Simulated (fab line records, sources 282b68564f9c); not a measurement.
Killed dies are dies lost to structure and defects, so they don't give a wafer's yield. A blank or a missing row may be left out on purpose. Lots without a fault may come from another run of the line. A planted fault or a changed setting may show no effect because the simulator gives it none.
Which tool did it? | flow rit_cmos | 6 lots, 18 wafers sampled, at 2 steps of a route of 202

WHAT THE GAUGES READ, wafer by wafer
RIT_NWELL_OVL_MEAS_06.
lot  | measured    | on         | NWELL_OVL (nm)
L658 | day 2 03:41 | overlay-01 | -0.6 -1.7 -2.0
L660 | day 2 13:02 | overlay-01 | 1.4 1.2 -0.9
L662 | day 3 01:22 | overlay-01 | -1.6 -1.8 -1.6
L664 | day 3 08:18 | overlay-02 | - - -
L676 | day 6 05:14 | overlay-01 | -0.1 -0.7 -0.2
L678 | day 6 21:58 | overlay-02 | -1.4 -1.6 -3.0

WHICH TOOL RAN EACH LOT (tool, then ch and the chambers of the sampled wafers, then the start)
lot  | RIT_NWELL_EXPOSE_03
L658 | iline_stepper-02 ch 0, day 2 03:17
L660 | iline_stepper-02 ch 0, day 2 12:37
L662 | iline_stepper-02 ch 0, day 3 00:56
L664 | iline_stepper-01 ch 0, day 3 07:52
L676 | iline_stepper-02 ch 0, day 6 04:49
L678 | iline_stepper-02 ch 0, day 6 21:34
- RIT_NWELL_EXPOSE_03: exposes mask M2, target cd 43900 nm.

THE ANSWER, worked out from the rows above alone
Rule: what is usual is taken from the lots themselves. Put in order of their means at a reading, lots are off if they are a third of the lots or fewer, leave a main group of 4 or more, and stand apart from it by a gap of 3 or more times the standard deviation of the main group's means; of several such gaps the widest counts. A main group whose means are all the same, to the digits that the tables above print for the reading, isn't used. A lot without any number at a reading at which 4 lots or more have one is off too. The other lots that the step has rows for count as sound.
Off: L664, at RIT_NWELL_OVL_MEAS_06 (NWELL_OVL). Without a number there: L664. The main group: mean -1.0 nm, standard deviation 0.95.
A tool fits if, at a process step before that reading, it ran every lot that is off, and no sound lot after the first of them. The gauges at RIT_NWELL_OVL_MEAS_06 are tried like those tools. One fits: iline_stepper-01 at RIT_NWELL_EXPOSE_03. It ran no sound lot before its first lot that is off in this sample, so the start can't be narrowed down.

WHAT THE SIMULATOR HAD PUT IN
Scanner matching overlay: iline_stepper-01, from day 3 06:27 on, at RIT_NWELL_EXPOSE_03. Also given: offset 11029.
Lots struck among those shown: L664. The rule above found the same.
